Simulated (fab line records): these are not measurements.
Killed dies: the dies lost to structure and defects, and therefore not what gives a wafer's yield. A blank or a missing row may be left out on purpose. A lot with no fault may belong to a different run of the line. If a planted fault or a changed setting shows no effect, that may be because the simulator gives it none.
fab line records ; flow ritCmos
record lots=14; wafers=42; lastDay=7
route steps=202 shown FOX1@21 NWELL@37 GATE@84
lots with no fault: from the same line, run without faults
startH: the number of hours between the record's first day and the start of the first shown wafer of the lot ; waitH: hours from the lot's prior step to this one ; " same as the row above ; L1.1+2: a row that stands for several wafers ; - value missing, or start not given ; * or withheld: withheld ; < > ~ a bound
route shown NAME@n: names a module that has steps shown in the file, with the first one's number in the route ; usual: the fault-free wafers' mean and standard deviation ; same: alike in all rows ; chamber/n: place in a boat ; sites: readings site by site ; _std_site: the values' standard deviation ; _edge_site: the outer-site mean with the inner-site mean subtracted ; radiusMm: for every site, how far away it sits from the centre of the wafer ; mask NAME#n: copy n ; behind: the last tool/chamber to shape the wafer ; hold: the reason the lot was held/the length of the hold in hours/how it ended ; device: the n, p or np transistor that did not switch ; end of line: the tests these same wafers got at the end of their route ; for a step that has no rows: nothing shown but its recipe ; killed: count of dies lost to structure and defects at first sort (not the wafer's yield) ; map: per-die view of a wafer (x killed, . not killed, _ where there is no die)
set.NAME: the setting that was run; set.NAME@STEP: the one run at that earlier step ; model.NAME: the simulator's own value behind a step, which no gauge read
one table for each step of the route and one row for each wafer, over a sample of lots
services: from which hour (startH, from the record's first day; less than 0 if before it) a tool's chamber was out of use, for how many hours, and why
## steps
# step RIT_FOX1_THK_MEAS_01
# recipe reads=SiO2_of_FOX1_OXIDATION_00
# usual FOX1_OXIDE_THK=348/6.7
lot.wafer;tool;chamber;startH;waitH;FOX1_OXIDE_THK[nm]
L309.1;filmMetro-03;-;27.83;0.0;341
L309.3;filmMetro-03;-;27.83;0.0;342
L309.5;filmMetro-03;-;27.83;0.0;343
L308.2;filmMetro-04;-;27.84;0.0;349
L308.4;filmMetro-04;-;27.84;0.0;354
L308.6;filmMetro-04;-;27.84;0.0;347
L311.1;filmMetro-04;-;42.14;0.0;352
L311.3;filmMetro-04;-;42.14;0.0;351
L311.6;filmMetro-04;-;42.14;0.0;355
L312.3;filmMetro-03;-;46.29;0.0;349
L312.4;filmMetro-03;-;46.29;0.0;347
L312.5;filmMetro-03;-;46.29;0.0;342
L313.2;filmMetro-03;-;52.96;0.0;347
L313.4;filmMetro-03;-;52.96;0.0;349
L313.5;filmMetro-03;-;52.96;0.0;344
L315.1;filmMetro-04;-;60.24;0.0;332
L315.2;filmMetro-04;-;60.24;0.0;336
L315.4;filmMetro-04;-;60.24;0.0;328
L316.1;filmMetro-02;-;65.12;0.0;350
L316.4;filmMetro-02;-;65.12;0.0;345
L316.5;filmMetro-02;-;65.12;0.0;351
L317.1;filmMetro-04;-;68.37;0.0;343
L317.2;filmMetro-04;-;68.37;0.0;344
L317.5;filmMetro-04;-;68.37;0.0;350
L318.2;filmMetro-04;-;74.69;0.0;351
L318.3;filmMetro-04;-;74.69;0.0;349
L318.6;filmMetro-04;-;74.69;0.0;359
L321.2;filmMetro-04;-;88.67;0.0;349
L321.4;filmMetro-04;-;88.67;0.0;343
L321.6;filmMetro-04;-;88.67;0.0;343
L324.1;filmMetro-03;-;102.21;0.0;347
L324.2;filmMetro-03;-;102.21;0.0;349
L324.4;filmMetro-03;-;102.21;0.0;348
L326.1;filmMetro-04;-;113.39;0.0;360
L326.2;filmMetro-04;-;113.39;0.0;359
L326.5;filmMetro-04;-;113.39;0.0;354
L329.4;filmMetro-04;-;128.66;0.0;348
L329.5;filmMetro-04;-;128.66;0.0;351
L329.6;filmMetro-04;-;128.66;0.0;349
L330.1;filmMetro-03;-;133.39;0.0;356
L330.5;filmMetro-03;-;133.39;0.0;355
L330.6;filmMetro-03;-;133.39;0.0;351
# step RIT_NWELL_STRIP_09
# recipe chemistry=O2; timeS=180; resist=NOVOLAK; platenTempC=withheld; powerW=500; pressureMtorr=4000; o2FlowSccm=4000
# usual drypumpMotorCurrentA=5.88/0.3
lot.wafer;tool;chamber;startH;waitH;drypumpMotorCurrentA;rfHoursCounterH
L309.1;plasmaAsher-01;0;32.53;0.1;5.61;37
L309.3;plasmaAsher-01;1;32.53;0.1;5.68;-
L309.5;plasmaAsher-01;1;32.53;0.1;5.68;-
L308.2;plasmaAsher-02;0;32.78;0.1;6.34;24
L308.4;plasmaAsher-02;1;32.78;0.1;5.71;-
L308.6;plasmaAsher-02;0;32.78;0.1;6.34;-
L311.1;plasmaAsher-03;0;47.40;0.1;5.66;37
L311.3;plasmaAsher-03;0;47.40;0.1;5.66;-
L311.6;plasmaAsher-03;0;47.40;0.1;5.67;-
L312.3;plasmaAsher-02;1;54.07;0.1;5.65;-
L312.4;plasmaAsher-02;0;54.07;0.1;6.35;-
L312.5;plasmaAsher-02;1;54.07;0.1;5.67;-
L313.2;plasmaAsher-03;1;60.69;0.1;5.99;38
L313.4;plasmaAsher-03;0;60.69;0.1;5.65;-
L313.5;plasmaAsher-03;1;60.69;0.1;5.96;-
L315.1;plasmaAsher-01;1;64.30;0.1;5.74;39
L315.2;plasmaAsher-01;0;64.30;0.1;5.59;39
L315.4;plasmaAsher-01;1;64.30;0.1;5.71;-
L316.1;plasmaAsher-02;1;69.70;0.1;5.67;28
L316.4;plasmaAsher-02;1;69.70;0.1;5.67;-
L316.5;plasmaAsher-02;0;69.70;0.1;6.30;-
L317.1;plasmaAsher-03;1;75.04;0.1;5.98;40
L317.2;plasmaAsher-03;0;75.04;0.1;5.66;40
L317.5;plasmaAsher-03;0;75.04;0.1;5.67;-
L318.2;plasmaAsher-02;1;81.23;0.1;5.73;30
L318.3;plasmaAsher-02;1;81.23;0.1;5.67;-
L318.6;plasmaAsher-02;0;81.23;0.1;6.37;-
L321.2;plasmaAsher-02;1;92.75;0.1;5.71;32
L321.4;plasmaAsher-02;0;92.75;0.1;6.37;-
L321.6;plasmaAsher-02;0;92.75;0.1;6.33;-
L324.1;plasmaAsher-01;1;106.27;0.1;5.72;43
L324.2;plasmaAsher-01;0;106.27;0.1;5.60;43
L324.4;plasmaAsher-01;1;106.27;0.1;5.71;-
L326.1;plasmaAsher-02;1;117.14;0.1;5.68;36
L326.2;plasmaAsher-02;0;117.14;0.1;6.33;36
L326.5;plasmaAsher-02;1;117.14;0.1;5.68;-
L329.4;plasmaAsher-02;0;132.59;0.1;6.32;-
L329.5;plasmaAsher-02;1;132.59;0.1;5.65;-
L329.6;plasmaAsher-02;0;132.59;0.1;6.34;-
L330.1;plasmaAsher-03;0;138.51;0.1;5.66;49
L330.5;plasmaAsher-03;1;138.51;0.1;5.96;-
L330.6;plasmaAsher-03;0;138.51;0.1;5.66;-
# step RIT_NWELL_TW_MEAS_10
# usual NWELL_TW=2131/31
lot.wafer;tool;chamber;startH;waitH;NWELL_TW
L309.1;filmMetro-03;-;32.71;0.1;2132
L309.3;filmMetro-03;-;32.71;0.1;2136
L309.5;filmMetro-03;-;32.71;0.1;2135
L308.2;filmMetro-01;-;32.96;0.1;2117
L308.4;filmMetro-01;-;32.96;0.1;2110
L308.6;filmMetro-01;-;32.96;0.1;2124
L311.1;filmMetro-02;-;47.58;0.1;2120
L311.3;filmMetro-02;-;47.58;0.1;2099
L311.6;filmMetro-02;-;47.58;0.1;2120
L312.3;filmMetro-02;-;54.21;0.1;2087
L312.4;filmMetro-02;-;54.21;0.1;2095
L312.5;filmMetro-02;-;54.21;0.1;2110
L313.2;filmMetro-03;-;60.87;0.1;2173
L313.4;filmMetro-03;-;60.87;0.1;2182
L313.5;filmMetro-03;-;60.87;0.1;2193
L315.1;filmMetro-02;-;64.48;0.1;2094
L315.2;filmMetro-02;-;64.48;0.1;2098
L315.4;filmMetro-02;-;64.48;0.1;2085
L316.1;filmMetro-02;-;69.87;0.1;2097
L316.4;filmMetro-02;-;69.87;0.1;2099
L316.5;filmMetro-02;-;69.87;0.1;2105
L317.1;filmMetro-01;-;75.21;0.1;2126
L317.2;filmMetro-01;-;75.21;0.1;2123
L317.5;filmMetro-01;-;75.21;0.1;2127
L318.2;filmMetro-01;-;81.42;0.1;2104
L318.3;filmMetro-01;-;81.42;0.1;2111
L318.6;filmMetro-01;-;81.42;0.1;2116
L321.2;filmMetro-03;-;92.93;0.1;2176
L321.4;filmMetro-03;-;92.93;0.1;2181
L321.6;filmMetro-03;-;92.93;0.1;2159
L324.1;filmMetro-01;-;106.45;0.1;2122
L324.2;filmMetro-01;-;106.45;0.1;2121
L324.4;filmMetro-01;-;106.45;0.1;2106
L326.1;filmMetro-03;-;117.31;0.1;2164
L326.2;filmMetro-03;-;117.31;0.1;2183
L326.5;filmMetro-03;-;117.31;0.1;2187
L329.4;filmMetro-02;-;132.73;0.1;2100
L329.5;filmMetro-02;-;132.73;0.1;2089
L329.6;filmMetro-02;-;132.73;0.1;2121
L330.1;filmMetro-01;-;138.68;0.1;2136
L330.5;filmMetro-01;-;138.68;0.1;2133
L330.6;filmMetro-01;-;138.68;0.1;2126
# step RIT_GATE_CVD_08
# recipe material=poly-Si; targetThkNm=250; tempC=610; precursor=SiH4; timeS=2220; pressureMtorr=300; sih4FlowSccm=100
# usual pressureMtorr=299.8/0.64; susceptorTempC=609.96/0.25; zonePowerCentrePct=27.8/3
lot.wafer;tool;chamber;startH;waitH;pressureMtorr;susceptorTempC;zonePowerCentrePct
L308.2;lpcvd-02;0;55.04;0.0;298.8;610.08;23.9
L308.4;lpcvd-02;0;55.04;0.0;299.8;610.15;23.9
L308.6;lpcvd-02;0;55.04;0.0;299.4;610.30;24.3
L309.1;lpcvd-02;1;55.04;0.1;299.4;609.56;30.0
L309.3;lpcvd-02;1;55.04;0.1;299.7;609.77;30.1
L309.5;lpcvd-02;1;55.04;0.1;299.2;609.45;30.6
L311.1;lpcvd-01;0;63.63;0.1;299.9;609.78;30.7
L311.3;lpcvd-01;0;63.63;0.1;299.4;609.91;30.6
L311.6;lpcvd-01;0;63.63;0.1;299.2;610.09;30.1
L312.3;lpcvd-02;1;72.54;0.0;300.2;610.52;31.0
L312.4;lpcvd-02;1;72.54;0.0;299.7;610.10;30.2
L312.5;lpcvd-02;1;72.54;0.0;299.5;610.52;30.3
L313.2;lpcvd-02;1;75.57;0.4;300.1;610.07;30.9
L313.4;lpcvd-02;1;75.57;0.4;299.7;610.16;29.9
L313.5;lpcvd-02;1;75.57;0.4;300.1;610.06;29.8
L315.1;lpcvd-01;1;77.67;0.5;299.8;610.31;24.2
L315.2;lpcvd-01;1;77.67;0.5;299.5;609.42;24.5
L315.4;lpcvd-01;1;77.67;0.5;299.7;609.53;24.8
L316.1;lpcvd-01;0;84.79;1.0;298.2;610.06;30.3
L316.4;lpcvd-01;0;84.79;1.0;299.0;610.06;30.8
L316.5;lpcvd-01;0;84.79;1.0;299.3;610.54;30.5
L317.1;lpcvd-02;1;87.67;0.1;300.4;609.73;30.4
L317.2;lpcvd-02;1;87.67;0.1;300.4;610.00;30.1
L317.5;lpcvd-02;1;87.67;0.1;300.8;609.94;30.1
L318.2;lpcvd-02;1;93.30;0.0;299.2;609.93;30.3
L318.3;lpcvd-02;1;93.30;0.0;299.2;609.71;30.2
L318.6;lpcvd-02;1;93.30;0.0;299.1;610.01;30.4
L321.2;lpcvd-01;1;105.10;0.0;449.6;610.05;24.4
L321.4;lpcvd-01;1;105.10;0.0;450.3;610.14;24.7
L321.6;lpcvd-01;1;105.10;0.0;450.3;610.02;24.5
L324.1;lpcvd-01;1;118.85;0.1;449.0;609.79;25.0
L324.2;lpcvd-01;1;118.85;0.1;449.8;610.05;25.0
L324.4;lpcvd-01;1;118.85;0.1;450.5;609.71;24.7
L326.1;lpcvd-02;0;129.84;0.1;299.9;609.87;23.9
L326.2;lpcvd-02;0;129.84;0.1;299.5;610.05;23.9
L326.5;lpcvd-02;0;129.84;0.1;299.8;610.17;23.9
L329.4;lpcvd-02;1;148.53;0.4;299.9;609.97;30.9
L329.5;lpcvd-02;1;148.53;0.4;300.2;609.82;30.1
L329.6;lpcvd-02;1;148.53;0.4;298.9;610.03;29.9
L330.1;lpcvd-02;0;153.35;0.1;299.0;610.21;23.7
L330.5;lpcvd-02;0;153.35;0.1;300.2;610.14;23.9
L330.6;lpcvd-02;0;153.35;0.1;299.9;609.52;23.8
# step RIT_GATE_THK_MEAS_09
# recipe reads=poly-Si_of_GATE_CVD_08
# usual GATE_POLY_THK=249.8/2.5
lot.wafer;tool;chamber;startH;waitH;GATE_POLY_THK[nm]
L309.1;filmMetro-04;-;56.65;0.0;247.5
L309.3;filmMetro-04;-;56.65;0.0;248.8
L309.5;filmMetro-04;-;56.65;0.0;248.1
L308.2;filmMetro-01;-;56.66;0.0;254.0
L308.4;filmMetro-01;-;56.66;0.0;250.9
L308.6;filmMetro-01;-;56.66;0.0;252.0
L311.1;filmMetro-04;-;65.24;0.0;252.7
L311.3;filmMetro-04;-;65.24;0.0;252.9
L311.6;filmMetro-04;-;65.24;0.0;254.5
L312.3;filmMetro-02;-;74.18;0.0;246.3
L312.4;filmMetro-02;-;74.18;0.0;247.6
L312.5;filmMetro-02;-;74.18;0.0;243.2
L313.2;filmMetro-02;-;77.20;0.0;250.3
L313.4;filmMetro-02;-;77.20;0.0;249.4
L313.5;filmMetro-02;-;77.20;0.0;251.7
L315.1;filmMetro-02;-;79.28;0.0;251.3
L315.2;filmMetro-02;-;79.28;0.0;251.5
L315.4;filmMetro-02;-;79.28;0.0;249.3
L316.1;filmMetro-01;-;86.40;0.0;249.0
L316.4;filmMetro-01;-;86.40;0.0;249.1
L316.5;filmMetro-01;-;86.40;0.0;251.0
L317.1;filmMetro-02;-;89.28;0.0;244.7
L317.2;filmMetro-02;-;89.28;0.0;247.5
L317.5;filmMetro-02;-;89.28;0.0;246.3
L318.2;filmMetro-02;-;94.96;0.0;249.0
L318.3;filmMetro-02;-;94.96;0.0;248.7
L318.6;filmMetro-02;-;94.96;0.0;249.8
L321.2;filmMetro-04;-;106.72;0.0;306.8
L321.4;filmMetro-04;-;106.72;0.0;306.4
L321.6;filmMetro-04;-;106.72;0.0;305.2
L324.1;filmMetro-02;-;120.47;0.0;306.5
L324.2;filmMetro-02;-;120.47;0.0;305.0
L324.4;filmMetro-02;-;120.47;0.0;306.6
L326.1;filmMetro-02;-;131.46;0.0;249.0
L326.2;filmMetro-02;-;131.46;0.0;250.1
L326.5;filmMetro-02;-;131.46;0.0;250.1
L329.4;filmMetro-04;-;150.18;0.0;249.6
L329.5;filmMetro-04;-;150.18;0.0;249.2
L329.6;filmMetro-04;-;150.18;0.0;248.6
L330.1;filmMetro-02;-;154.97;0.0;253.6
L330.5;filmMetro-02;-;154.97;0.0;251.7
L330.6;filmMetro-02;-;154.97;0.0;252.1
# step RIT_GATE_ETCH_19
# recipe chemistry=SF6/CHF3/O2; timeS=165; SF6_flow_sccm=30; CHF3_flow_sccm=30; O2_flow_sccm=5; target=poly-Si; pressureMtorr=40; rfW=160; targetDepthA=3125; overEtchFrac=0.25; stopOn=SiO2
# usual drypumpMotorCurrentA=5.97/0.28; heBacksideLeakSccm=2.60/0.24; oesProductAu=0.850/0.011; throttleValvePct=10.25/0.14
lot.wafer;tool;chamber;startH;waitH;drypumpMotorCurrentA;heBacksideLeakSccm;oesProductAu;rfHoursCounterH;throttleValvePct
L309.1;rieSi-01;2;57.87;0.1;6.31;2.33;0.836;3;10.24
L309.3;rieSi-01;0;57.87;0.1;6.10;2.84;0.838;54;9.94
L309.5;rieSi-01;3;57.87;0.1;5.43;2.57;0.853;-;10.06
L308.2;rieSi-02;2;58.11;0.1;5.68;2.66;0.871;1;10.29
L308.4;rieSi-02;3;58.11;0.1;6.12;2.51;0.856;160;10.46
L308.6;rieSi-02;0;58.11;0.1;6.14;2.58;0.853;-;10.25
L311.1;rieSi-02;2;66.66;0.1;5.67;2.34;0.869;1;10.29
L311.3;rieSi-02;1;66.66;0.1;5.92;2.88;0.846;39;10.40
L311.6;rieSi-02;2;66.66;0.1;5.68;2.44;0.871;-;10.30
L312.3;rieSi-01;2;75.60;0.1;6.32;2.51;0.830;-;10.23
L312.4;rieSi-01;1;75.60;0.1;5.77;2.74;0.865;-;10.26
L312.5;rieSi-01;2;75.60;0.1;6.31;2.40;0.815;-;10.25
L313.2;rieSi-02;0;78.41;0.1;6.17;2.47;0.851;77;10.25
L313.4;rieSi-02;0;78.41;0.1;6.17;2.38;0.851;-;10.26
L313.5;rieSi-02;1;78.41;0.1;5.95;2.96;0.853;-;10.42
L315.1;rieSi-01;2;80.83;0.1;6.37;2.53;0.847;3;10.23
L315.2;rieSi-01;1;80.83;0.1;5.80;2.87;0.883;154;10.25
L315.4;rieSi-01;1;80.83;0.1;5.80;2.76;0.866;-;10.28
L316.1;rieSi-01;1;87.76;0.1;5.79;2.89;0.863;154;10.27
L316.4;rieSi-01;2;87.76;0.1;6.34;2.70;0.830;-;10.24
L316.5;rieSi-01;1;87.76;0.1;5.79;2.95;0.879;-;10.26
L317.1;rieSi-02;3;90.50;0.1;6.11;2.35;0.848;0;10.44
L317.2;rieSi-02;2;90.50;0.1;5.68;2.39;0.861;1;10.29
L317.5;rieSi-02;3;90.50;0.1;6.10;2.31;0.851;-;10.44
L318.2;rieSi-01;0;96.17;0.1;6.09;2.67;0.842;54;9.95
L318.3;rieSi-01;2;96.17;0.1;6.34;2.34;0.836;4;10.25
L318.6;rieSi-01;0;96.17;0.1;6.10;2.61;0.845;-;9.96
L321.2;rieSi-02;0;108.00;0.1;6.22;2.46;0.979;77;10.25
L321.4;rieSi-02;2;108.00;0.1;5.67;2.41;0.989;1;10.30
L321.6;rieSi-02;0;108.00;0.1;6.20;2.56;0.980;-;10.25
L324.1;rieSi-01;1;121.81;0.1;5.79;2.64;0.979;0;10.28
L324.2;rieSi-01;2;121.81;0.1;6.33;2.55;0.964;4;10.24
L324.4;rieSi-01;0;121.81;0.1;6.10;2.59;0.970;55;9.96
L326.1;rieSi-01;3;132.80;0.1;5.44;2.61;0.853;111;10.06
L326.2;rieSi-01;2;132.80;0.1;6.34;2.37;0.838;4;10.24
L326.5;rieSi-01;2;132.80;0.1;6.35;2.62;0.844;-;10.22
L329.4;rieSi-02;1;151.41;0.1;5.91;3.15;0.836;40;10.41
L329.5;rieSi-02;1;151.41;0.1;5.93;3.11;0.842;-;10.39
L329.6;rieSi-02;0;151.41;0.1;6.16;2.35;0.854;-;10.25
L330.1;rieSi-01;3;156.31;0.1;5.45;2.57;0.867;111;10.07
L330.5;rieSi-01;1;156.31;0.1;5.79;2.51;0.846;-;10.27
L330.6;rieSi-01;2;156.31;0.1;6.32;2.36;0.841;-;10.24
## services
tool;chamber;startH;hours;kind
lpcvd-01;-;24.17;0.5;repair
plasmaAsher-03;-;43.92;2.2;repair
lpcvd-02;-;45.15;2.8;pm
rieSi-02;3;64.89;-;clean
rieSi-02;3;64.89;15.9;scheduledDown
rieSi-02;3;64.89;15.9;ventCycle
rieSi-01;0;67.43;24.0;repair
rieSi-01;3;74.38;10.1;repair
plasmaAsher-01;-;80.55;13.0;repair
rieSi-01;1;91.48;-;clean
rieSi-01;1;91.48;29.1;scheduledDown
rieSi-01;1;91.48;29.1;ventCycle
rieSi-01;3;99.39;11.3;repair
plasmaAsher-01;-;108.75;9.0;pm
plasmaAsher-01;0;108.75;9.0;ventCycle
plasmaAsher-01;1;108.75;9.0;ventCycle
plasmaAsher-01;0;117.75;-;clean
plasmaAsher-01;1;117.75;-;clean
rieSi-02;-;134.64;2.8;pm
plasmaAsher-03;-;145.20;0.4;repair
## key
firstSign step=RIT_GATE_CVD_08; reading=pressureMtorr; direction=up; sigmas=99+; usual=299.8; struck=449.9
effect step=RIT_GATE_THK_MEAS_09; reading=GATE_POLY_THK; direction=up; sigmas=23; usual=249.8; struck=306.1
effect step=RIT_GATE_ETCH_19; reading=oesProductAu; direction=up; sigmas=11; usual=0.850; struck=0.977
metAt RIT_GATE_CVD_08
struckLots L321,L324
struckWafers L321.2,L321.4,L321.6,L324.1,L324.2,L324.4
sortLeftOut L321.2,L321.4,L321.6,L324.1,L324.2,L324.4
testerLeftOut L321,L324
notActingAt RIT_FOX1_THK_MEAS_01,RIT_NWELL_STRIP_09,RIT_NWELL_TW_MEAS_10
onsetBetween 77.67 105.10
fault kind=processParameterDrift; tool=lpcvd-01; chamber=1; onsetH=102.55; steps=RIT_GATE_CVD_08; channel=pressureMtorr; offset=150; shape=step; endH=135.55; actsIn=theseRecipesOnly; stated=300
# testerLeftOut: of these lots the tester's yield and bins aren't shown, on N5 and GAA mostly nor the transistor test; their killed dies are dies lost to structure and defects alone, not to doping, threshold or leakage, so they don't give the yield
# sortLeftOut: the simulated sort isn't trusted on such a fault, so these wafers' sort isn't shown, and their yield isn't known
